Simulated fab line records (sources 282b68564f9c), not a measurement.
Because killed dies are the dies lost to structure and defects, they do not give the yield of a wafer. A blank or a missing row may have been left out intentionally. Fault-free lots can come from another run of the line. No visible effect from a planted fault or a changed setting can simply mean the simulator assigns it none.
Which tool was responsible? || flow ritCmos || 14 lots, 42 wafers sampled, at 6 steps of a route of 202

WHAT THE GAUGES SHOWED, per wafer
RIT_FOX2_THK_MEAS_91. Usual: FIELD_OXIDE_LEFT_2_THK typically reads 257 nm, with standard deviation 6.4.
{"lot": "L728", "measured": "day 2 08:02", "on": "filmMetro-02", "FIELD_OXIDE_LEFT_2_THK (nm)": "250 244 257", "flag": ""}
{"lot": "L729", "measured": "day 2 12:30", "on": "filmMetro-01", "FIELD_OXIDE_LEFT_2_THK (nm)": "262 256 260", "flag": ""}
{"lot": "L730", "measured": "day 2 18:30", "on": "filmMetro-04", "FIELD_OXIDE_LEFT_2_THK (nm)": "261 260 261", "flag": ""}
{"lot": "L731", "measured": "day 2 23:26", "on": "filmMetro-04", "FIELD_OXIDE_LEFT_2_THK (nm)": "243 247 246", "flag": ""}
{"lot": "L733", "measured": "day 3 09:19", "on": "filmMetro-02", "FIELD_OXIDE_LEFT_2_THK (nm)": "255 247 245", "flag": ""}
{"lot": "L734", "measured": "day 3 13:31", "on": "filmMetro-04", "FIELD_OXIDE_LEFT_2_THK (nm)": "247 252 256", "flag": ""}
{"lot": "L736", "measured": "day 4 00:15", "on": "filmMetro-01", "FIELD_OXIDE_LEFT_2_THK (nm)": "255 257 255", "flag": ""}
{"lot": "L740", "measured": "day 4 20:29", "on": "filmMetro-04", "FIELD_OXIDE_LEFT_2_THK (nm)": "265 263 257", "flag": ""}
{"lot": "L744", "measured": "day 5 15:56", "on": "filmMetro-04", "FIELD_OXIDE_LEFT_2_THK (nm)": "268 267 267", "flag": ""}
{"lot": "L745", "measured": "day 5 20:59", "on": "filmMetro-01", "FIELD_OXIDE_LEFT_2_THK (nm)": "251 254 249", "flag": ""}
{"lot": "L746", "measured": "day 6 01:56", "on": "filmMetro-01", "FIELD_OXIDE_LEFT_2_THK (nm)": "255 251 252", "flag": ""}
{"lot": "L747", "measured": "day 6 09:27", "on": "filmMetro-01", "FIELD_OXIDE_LEFT_2_THK (nm)": "267 264 271", "flag": ""}
{"lot": "L749", "measured": "day 6 19:36", "on": "filmMetro-04", "FIELD_OXIDE_LEFT_2_THK (nm)": "258 254 263", "flag": ""}
{"lot": "L750", "measured": "day 6 23:55", "on": "filmMetro-01", "FIELD_OXIDE_LEFT_2_THK (nm)": "251 255 253", "flag": ""}

RIT_PSD_TW_MEAS_10. Usual: PSD_TW typically reads 3386, with standard deviation 23.
{"lot": "L728", "measured": "day 3 00:19", "on": "filmMetro-01", "PSD_TW": "3397 3397 3379", "flag": ""}
{"lot": "L729", "measured": "day 3 05:23", "on": "filmMetro-03", "PSD_TW": "3406 3389 3385", "flag": ""}
{"lot": "L730", "measured": "day 3 11:49", "on": "filmMetro-03", "PSD_TW": "3404 3414 3408", "flag": ""}
{"lot": "L731", "measured": "day 3 16:44", "on": "filmMetro-03", "PSD_TW": "3405 3414 3408", "flag": ""}
{"lot": "L733", "measured": "day 4 03:08", "on": "filmMetro-01", "PSD_TW": "3380 3388 3404", "flag": ""}
{"lot": "L734", "measured": "day 4 06:16", "on": "filmMetro-02", "PSD_TW": "3368 3392 3364", "flag": ""}
{"lot": "L736", "measured": "day 4 17:51", "on": "filmMetro-01", "PSD_TW": "3378 3364 3375", "flag": ""}
{"lot": "L740", "measured": "day 5 13:41", "on": "filmMetro-03", "PSD_TW": "3388 3414 3396", "flag": ""}
{"lot": "L744", "measured": "day 6 09:11", "on": "filmMetro-02", "PSD_TW": "2935 2935 2934", "flag": "OFF"}
{"lot": "L745", "measured": "day 6 14:25", "on": "filmMetro-02", "PSD_TW": "2941 2906 2930", "flag": "OFF"}
{"lot": "L746", "measured": "day 6 20:58", "on": "filmMetro-01", "PSD_TW": "3365 3360 3379", "flag": ""}
{"lot": "L747", "measured": "day 7 05:49", "on": "filmMetro-01", "PSD_TW": "3377 3379 3364", "flag": ""}
{"lot": "L749", "measured": "day 7 13:31", "on": "filmMetro-01", "PSD_TW": "3375 3391 3393", "flag": ""}
{"lot": "L750", "measured": "day 7 16:13", "on": "filmMetro-03", "PSD_TW": "3445 3452 3445", "flag": ""}

RIT_SDANNEAL_RS_MEAS_04: measures by four-point-probe. Usual: PSD_RS typically reads 115.9 ohm/sq, with standard deviation 0.3.
{"lot": "L728", "measured": "day 3 00:49", "on": "filmMetro-01", "PSD_RS (ohm/sq)": "116.1 116.2 116.2", "flag": ""}
{"lot": "L729", "measured": "day 3 05:53", "on": "filmMetro-03", "PSD_RS (ohm/sq)": "116.1 116.0 116.3", "flag": ""}
{"lot": "L730", "measured": "day 3 12:19", "on": "filmMetro-02", "PSD_RS (ohm/sq)": "115.7 115.5 115.5", "flag": ""}
{"lot": "L731", "measured": "day 3 17:13", "on": "filmMetro-02", "PSD_RS (ohm/sq)": "116.4 116.0 116.5", "flag": ""}
{"lot": "L733", "measured": "day 4 03:39", "on": "filmMetro-03", "PSD_RS (ohm/sq)": "115.5 115.4 115.6", "flag": ""}
{"lot": "L734", "measured": "day 4 06:44", "on": "filmMetro-02", "PSD_RS (ohm/sq)": "116.0 115.5 115.5", "flag": ""}
{"lot": "L736", "measured": "day 4 18:20", "on": "filmMetro-01", "PSD_RS (ohm/sq)": "116.2 116.1 116.4", "flag": ""}
{"lot": "L740", "measured": "day 5 14:11", "on": "filmMetro-03", "PSD_RS (ohm/sq)": "116.1 116.3 115.7", "flag": ""}
{"lot": "L744", "measured": "day 6 09:41", "on": "filmMetro-03", "PSD_RS (ohm/sq)": "131.4 130.9 131.0", "flag": "OFF"}
{"lot": "L745", "measured": "day 6 14:55", "on": "filmMetro-02", "PSD_RS (ohm/sq)": "131.3 131.3 130.9", "flag": "OFF"}
{"lot": "L746", "measured": "day 6 21:28", "on": "filmMetro-03", "PSD_RS (ohm/sq)": "116.0 115.8 116.2", "flag": ""}
{"lot": "L747", "measured": "day 7 06:19", "on": "filmMetro-03", "PSD_RS (ohm/sq)": "115.7 115.6 115.7", "flag": ""}
{"lot": "L749", "measured": "day 7 14:01", "on": "filmMetro-03", "PSD_RS (ohm/sq)": "115.4 115.4 115.5", "flag": ""}
{"lot": "L750", "measured": "day 7 16:44", "on": "filmMetro-02", "PSD_RS (ohm/sq)": "116.3 116.1 116.2", "flag": ""}

RIT_SDANNEAL_RS_MEAS_06: measures by four-point-probe. Usual: PLDD_RS typically reads 178.7 ohm/sq, with standard deviation 0.5.
{"lot": "L728", "measured": "day 3 01:03", "on": "filmMetro-01", "PLDD_RS (ohm/sq)": "179.5 179.6 179.3", "flag": ""}
{"lot": "L729", "measured": "day 3 06:07", "on": "filmMetro-03", "PLDD_RS (ohm/sq)": "179.7 178.9 178.4", "flag": ""}
{"lot": "L730", "measured": "day 3 12:33", "on": "filmMetro-02", "PLDD_RS (ohm/sq)": "178.3 178.0 177.8", "flag": ""}
{"lot": "L731", "measured": "day 3 17:27", "on": "filmMetro-02", "PLDD_RS (ohm/sq)": "178.4 178.7 179.7", "flag": ""}
{"lot": "L733", "measured": "day 4 03:53", "on": "filmMetro-03", "PLDD_RS (ohm/sq)": "178.2 178.3 177.9", "flag": ""}
{"lot": "L734", "measured": "day 4 06:59", "on": "filmMetro-02", "PLDD_RS (ohm/sq)": "178.2 178.1 177.7", "flag": ""}
{"lot": "L736", "measured": "day 4 18:35", "on": "filmMetro-01", "PLDD_RS (ohm/sq)": "179.1 179.2 178.9", "flag": ""}
{"lot": "L740", "measured": "day 5 14:25", "on": "filmMetro-03", "PLDD_RS (ohm/sq)": "178.8 179.3 178.3", "flag": ""}
{"lot": "L744", "measured": "day 6 09:55", "on": "filmMetro-03", "PLDD_RS (ohm/sq)": "179.3 178.4 178.5", "flag": ""}
{"lot": "L745", "measured": "day 6 15:10", "on": "filmMetro-02", "PLDD_RS (ohm/sq)": "177.9 178.5 178.9", "flag": ""}
{"lot": "L746", "measured": "day 6 21:43", "on": "filmMetro-03", "PLDD_RS (ohm/sq)": "178.4 178.3 178.3", "flag": ""}
{"lot": "L747", "measured": "day 7 06:34", "on": "filmMetro-03", "PLDD_RS (ohm/sq)": "177.9 177.2 177.5", "flag": ""}
{"lot": "L749", "measured": "day 7 14:15", "on": "filmMetro-03", "PLDD_RS (ohm/sq)": "178.0 179.3 178.7", "flag": ""}
{"lot": "L750", "measured": "day 7 16:59", "on": "filmMetro-02", "PLDD_RS (ohm/sq)": "179.2 178.5 178.9", "flag": ""}

WHAT TOOL EACH LOT RAN ON (gives the tool, then ch and the chambers of the sampled wafers, and finally the start)
{"lot": "L728", "RIT_NLDD_STRIP_09": "plasmaAsher-04 ch 0,1, day 2 17:14", "RIT_PSD_IMPLANT_08": "implanter-03 ch 0, day 3 00:00"}
{"lot": "L729", "RIT_NLDD_STRIP_09": "plasmaAsher-04 ch 0,1, day 2 22:14", "RIT_PSD_IMPLANT_08": "implanter-02 ch 0, day 3 05:05"}
{"lot": "L730", "RIT_NLDD_STRIP_09": "plasmaAsher-01 ch 0,1, day 3 04:35", "RIT_PSD_IMPLANT_08": "implanter-01 ch 0, day 3 11:29"}
{"lot": "L731", "RIT_NLDD_STRIP_09": "plasmaAsher-03 ch 0,1, day 3 09:20", "RIT_PSD_IMPLANT_08": "implanter-02 ch 0, day 3 16:24"}
{"lot": "L733", "RIT_NLDD_STRIP_09": "plasmaAsher-03 ch 0,1, day 3 19:09", "RIT_PSD_IMPLANT_08": "implanter-02 ch 0, day 4 02:51"}
{"lot": "L734", "RIT_NLDD_STRIP_09": "plasmaAsher-03 ch 0,1, day 3 22:58", "RIT_PSD_IMPLANT_08": "implanter-01 ch 0, day 4 05:56"}
{"lot": "L736", "RIT_NLDD_STRIP_09": "plasmaAsher-01 ch 0,1, day 4 10:30", "RIT_PSD_IMPLANT_08": "implanter-03 ch 0, day 4 17:32"}
{"lot": "L740", "RIT_NLDD_STRIP_09": "plasmaAsher-03 ch 0,1, day 5 06:30", "RIT_PSD_IMPLANT_08": "implanter-01 ch 0, day 5 13:23"}
{"lot": "L744", "RIT_NLDD_STRIP_09": "plasmaAsher-04 ch 1, day 6 01:59", "RIT_PSD_IMPLANT_08": "implanter-03 ch 0, day 6 08:53"}
{"lot": "L745", "RIT_NLDD_STRIP_09": "plasmaAsher-04 ch 0,1, day 6 07:20", "RIT_PSD_IMPLANT_08": "implanter-03 ch 0, day 6 14:06"}
{"lot": "L746", "RIT_NLDD_STRIP_09": "plasmaAsher-01 ch 0,1, day 6 13:54", "RIT_PSD_IMPLANT_08": "implanter-02 ch 0, day 6 20:38"}
{"lot": "L747", "RIT_NLDD_STRIP_09": "plasmaAsher-03 ch 0,1, day 6 21:31", "RIT_PSD_IMPLANT_08": "implanter-01 ch 0, day 7 05:30"}
{"lot": "L749", "RIT_NLDD_STRIP_09": "plasmaAsher-01 ch 0,1, day 7 06:26", "RIT_PSD_IMPLANT_08": "implanter-01 ch 0, day 7 13:13"}
{"lot": "L750", "RIT_NLDD_STRIP_09": "plasmaAsher-03 ch 0,1, day 7 09:02", "RIT_PSD_IMPLANT_08": "implanter-01 ch 0, day 7 15:53"}
- RIT_NLDD_STRIP_09: strips in O2, time 180 s.
- RIT_PSD_IMPLANT_08

WHAT THE TOOLS THEMSELVES READ (means of the sampled wafers that have a number; where no wafer has one, the mark that the record gives instead)
RIT_NLDD_STRIP_09. Usual: drypumpMotorCurrentA 5.43 A, standard deviation 0.23.
{"lot": "L728", "tool": "plasmaAsher-04", "drypumpMotorCurrentA (A)": 5.33, "flag": ""}
{"lot": "L729", "tool": "plasmaAsher-04", "drypumpMotorCurrentA (A)": 5.33, "flag": ""}
{"lot": "L730", "tool": "plasmaAsher-01", "drypumpMotorCurrentA (A)": 5.33, "flag": ""}
{"lot": "L731", "tool": "plasmaAsher-03", "drypumpMotorCurrentA (A)": 5.77, "flag": ""}
{"lot": "L733", "tool": "plasmaAsher-03", "drypumpMotorCurrentA (A)": 5.78, "flag": ""}
{"lot": "L734", "tool": "plasmaAsher-03", "drypumpMotorCurrentA (A)": 5.59, "flag": ""}
{"lot": "L736", "tool": "plasmaAsher-01", "drypumpMotorCurrentA (A)": 5.30, "flag": ""}
{"lot": "L740", "tool": "plasmaAsher-03", "drypumpMotorCurrentA (A)": 5.76, "flag": ""}
{"lot": "L744", "tool": "plasmaAsher-04", "drypumpMotorCurrentA (A)": 5.26, "flag": ""}
{"lot": "L745", "tool": "plasmaAsher-04", "drypumpMotorCurrentA (A)": 5.36, "flag": ""}
{"lot": "L746", "tool": "plasmaAsher-01", "drypumpMotorCurrentA (A)": 5.29, "flag": ""}
{"lot": "L747", "tool": "plasmaAsher-03", "drypumpMotorCurrentA (A)": 5.59, "flag": ""}
{"lot": "L749", "tool": "plasmaAsher-01", "drypumpMotorCurrentA (A)": 5.32, "flag": ""}
{"lot": "L750", "tool": "plasmaAsher-03", "drypumpMotorCurrentA (A)": 5.79, "flag": ""}

RIT_PSD_IMPLANT_08. Usual: beamOnS 12.4 s, standard deviation 0.86; doseIonsCm2 5.001e+15, standard deviation 5.2e+12; endStationPressureTorr 1.48e-05 Torr, standard deviation 1.2e-06; faradayCurrentUA 12413, standard deviation 890.
{"lot": "L728", "tool": "implanter-03", "beamOnS (s)": 13.1, "doseIonsCm2": 5.005e+15, "endStationPressureTorr (Torr)": 1.45e-05, "faradayCurrentUA": 11769, "flag": ""}
{"lot": "L729", "tool": "implanter-02", "beamOnS (s)": 11.0, "doseIonsCm2": 4.999e+15, "endStationPressureTorr (Torr)": 1.66e-05, "faradayCurrentUA": 13855, "flag": ""}
{"lot": "L730", "tool": "implanter-01", "beamOnS (s)": 12.9, "doseIonsCm2": 5.004e+15, "endStationPressureTorr (Torr)": 1.48e-05, "faradayCurrentUA": 11918, "flag": ""}
{"lot": "L731", "tool": "implanter-02", "beamOnS (s)": 11.1, "doseIonsCm2": 4.994e+15, "endStationPressureTorr (Torr)": 1.67e-05, "faradayCurrentUA": 13671, "flag": ""}
{"lot": "L733", "tool": "implanter-02", "beamOnS (s)": 11.0, "doseIonsCm2": 5.005e+15, "endStationPressureTorr (Torr)": 1.62e-05, "faradayCurrentUA": 13821, "flag": ""}
{"lot": "L734", "tool": "implanter-01", "beamOnS (s)": 12.8, "doseIonsCm2": 5.000e+15, "endStationPressureTorr (Torr)": 1.41e-05, "faradayCurrentUA": 11970, "flag": ""}
{"lot": "L736", "tool": "implanter-03", "beamOnS (s)": 12.9, "doseIonsCm2": 5.002e+15, "endStationPressureTorr (Torr)": 1.41e-05, "faradayCurrentUA": 11944, "flag": ""}
{"lot": "L740", "tool": "implanter-01", "beamOnS (s)": 12.8, "doseIonsCm2": 4.998e+15, "endStationPressureTorr (Torr)": 1.46e-05, "faradayCurrentUA": 12039, "flag": ""}
{"lot": "L744", "tool": "implanter-03", "beamOnS (s)": 10.0, "doseIonsCm2": 1.803e+15, "endStationPressureTorr (Torr)": 9.83e-06, "faradayCurrentUA": 5599, "flag": "OFF"}
{"lot": "L745", "tool": "implanter-03", "beamOnS (s)": 9.7, "doseIonsCm2": 1.798e+15, "endStationPressureTorr (Torr)": 9.60e-06, "faradayCurrentUA": 5756, "flag": "OFF"}
{"lot": "L746", "tool": "implanter-02", "beamOnS (s)": 10.9, "doseIonsCm2": 4.999e+15, "endStationPressureTorr (Torr)": 1.61e-05, "faradayCurrentUA": 13999, "flag": ""}
{"lot": "L747", "tool": "implanter-01", "beamOnS (s)": 12.9, "doseIonsCm2": 5.002e+15, "endStationPressureTorr (Torr)": 1.43e-05, "faradayCurrentUA": 11884, "flag": ""}
{"lot": "L749", "tool": "implanter-01", "beamOnS (s)": 12.5, "doseIonsCm2": 5.001e+15, "endStationPressureTorr (Torr)": 1.49e-05, "faradayCurrentUA": 12280, "flag": ""}
{"lot": "L750", "tool": "implanter-01", "beamOnS (s)": 12.7, "doseIonsCm2": 5.003e+15, "endStationPressureTorr (Torr)": 1.45e-05, "faradayCurrentUA": 12083, "flag": ""}

THE ANSWER, worked out from the rows above alone
Rule: lot off if the mean of its wafers having a number is beyond 3 standard deviations from the usual mean. A lot without any number at a reading at which 4 lots or more have one is off too. Where the step has rows for the other lots, those lots are counted as sound. Order of review: gauges by route order, followed by the tools' own readings, for which a lot's mean as printed above is used. At the first step where some lot is off, the reading lying furthest off is the one used; lots without a number count as furthest.
Off: L744, L745, seen at RIT_PSD_TW_MEAS_10 (PSD_TW).
If a tool, at a process step before that reading, ran all the lots that are off and no sound lot after the first of them, it fits. Not tried: the gauges at RIT_PSD_TW_MEAS_10; whatever is off there is also off at RIT_PSD_IMPLANT_08, on other tools, and gauge error can't account for it. 2 tools fit, plasmaAsher-04 at RIT_NLDD_STRIP_09 and implanter-03 at RIT_PSD_IMPLANT_08, so this cannot tell which one it is.

WHAT THE SIMULATOR HAD PUT IN
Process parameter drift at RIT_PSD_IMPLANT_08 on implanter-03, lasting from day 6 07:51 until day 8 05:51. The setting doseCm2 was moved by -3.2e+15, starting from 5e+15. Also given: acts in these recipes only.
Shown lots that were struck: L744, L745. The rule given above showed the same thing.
